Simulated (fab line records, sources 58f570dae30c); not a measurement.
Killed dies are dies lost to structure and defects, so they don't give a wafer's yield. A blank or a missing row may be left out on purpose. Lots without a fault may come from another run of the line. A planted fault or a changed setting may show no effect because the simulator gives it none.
Chamber matching | flow berkeley_cmos170 | UCB170_M2_ETCH_17 on rie_diel-02: 4 sister chambers
The step etches BARC in N2/H2. 16 wafers are shown with their chamber, then 8 later ones without.

WAFERS WITH THEIR CHAMBER
wafer  | chamber | throttle_valve_pct (%) | drypump_motor_current_A (A) | oes_product_au (a.u.)
L646.1 | 2       | 12.90                  | 5.9                         | 0.991
L646.3 | 1       | 13.18                  | 6.2                         | 1.010
L646.5 | 0       | 13.18                  | 6.3                         | 0.999
L647.3 | 2       | 12.90                  | 5.9                         | 0.990
L647.4 | 3       | 13.46                  | 6.4                         | 0.999
L647.6 | 3       | 13.46                  | 6.4                         | 1.006
L648.1 | 0       | 13.19                  | 6.3                         | 1.000
L648.3 | 3       | 13.46                  | 6.4                         | 1.004
L648.5 | 0       | 13.20                  | 6.3                         | 1.009
L650.1 | 3       | 13.46                  | 6.4                         | 0.999
L650.4 | 2       | 12.90                  | 5.9                         | 0.989
L650.6 | 3       | 13.47                  | 6.4                         | 1.008
L651.4 | 0       | 13.20                  | 6.3                         | 1.012
L651.5 | 2       | 12.90                  | 5.9                         | 1.002
L651.6 | 3       | 13.46                  | 6.5                         | 1.010
L654.3 | 3       | 13.47                  | 6.4                         | 1.012

SIGNATURES (means of the wafers above)
reading                 | chamber 0 | chamber 1 | chamber 2 | chamber 3 | scatter within a chamber
throttle_valve_pct      | 13.1925   | 13.1800   | 12.9000   | 13.4629   | 0.0059
drypump_motor_current_A | 6.300     | 6.200     | 5.900     | 6.414     | 0.0267
oes_product_au          | 1.00500   | 1.01000   | 0.99300   | 1.00543   | 0.00571
Rule: a wafer's distance from a chamber is the root of the sum, over the readings, of the square of ((its reading less the chamber's mean) divided by the reading's scatter). The wafer belongs to the nearest chamber; if the next one is less than 2 further off, it can't be placed. The scatter: the root of (the sum of the squares of (reading less its chamber's mean) over the shown wafers, divided by (wafers less chambers)).

WAFERS WITHOUT THEIR CHAMBER
wafer  | throttle_valve_pct (%) | drypump_motor_current_A (A) | oes_product_au (a.u.)
L654.5 | 12.91                  | 5.9                         | 1.000
L654.6 | 13.46                  | 6.4                         | 1.004
L663.1 | 13.47                  | 6.5                         | 0.999
L663.3 | 13.20                  | 6.3                         | 1.007
L663.5 | 13.21                  | 6.3                         | 0.995
L667.2 | 13.20                  | 6.3                         | 1.005
L667.4 | 13.46                  | 6.4                         | 1.009
L667.6 | 13.16                  | 6.2                         | 1.018

WHICH CHAMBER EACH WENT THROUGH
wafer  | from the rows above | in truth
L654.5 | 2                   | 2
L654.6 | 3                   | 3
L663.1 | 3                   | 3
L663.3 | 0                   | 0
L663.5 | 0                   | 0
L667.2 | 0                   | 0
L667.4 | 3                   | 3
L667.6 | 1                   | 1
Placed correctly: 8 of 8. Can't be placed from these rows: 0. Placed wrongly: 0.
